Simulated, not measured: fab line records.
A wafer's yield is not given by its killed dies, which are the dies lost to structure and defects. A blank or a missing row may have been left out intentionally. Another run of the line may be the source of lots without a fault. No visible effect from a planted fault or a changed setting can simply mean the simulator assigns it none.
Matching of chambers    flow berkeley-cmos170    UCB170_V1_CMP_02 on cmp-01 has 4 sister chambers
The step polishes SiO2. 4 wafers are shown with their chamber, then 8 later ones without.

== EACH WAFER AND ITS CHAMBER ==
wafer   chamber  motor-current-A (A)
L439.6  3        15.4
L438.3  1        14.6
L438.6  0        18.0
L442.1  2        17.3

== WAFERS MISSING THEIR CHAMBER ==
wafer   motor-current-A (A)
L442.3  18.7
L442.5  15.8
L445.2  14.8
L445.3  17.4
L445.6  15.0
L453.2  15.4
L453.5  15.2
L453.6  17.0

== WHICH CHAMBER EACH WENT THROUGH ==
wafer    from the rows above       in truth
L442.3   can't be placed: 0 or 2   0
L442.5   3                         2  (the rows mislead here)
L445.2   can't be placed: 1 or 3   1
L445.3   can't be placed: 2 or 0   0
L445.6   can't be placed: 1 or 3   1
L453.2   3                         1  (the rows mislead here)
L453.5   can't be placed: 3 or 1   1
L453.6   can't be placed: 2 or 0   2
Correctly placed: 0 of 8. Unplaceable from these rows: 6, with the true chamber sitting among the candidates in 6. 2 placed wrongly.
How it was worked out, from the rows above alone: a wafer's distance from a chamber is the root of the sum, over the readings, of the square of ((its reading less the chamber's mean) divided by the reading's scatter). The wafer belongs to the nearest chamber; if the next one is less than 2 further off, it can't be placed. A chamber's mean is the mean of its shown wafers. The scatter: root of mean squared gap, hidden wafer to nearest shown wafer, with one shown wafer a chamber.
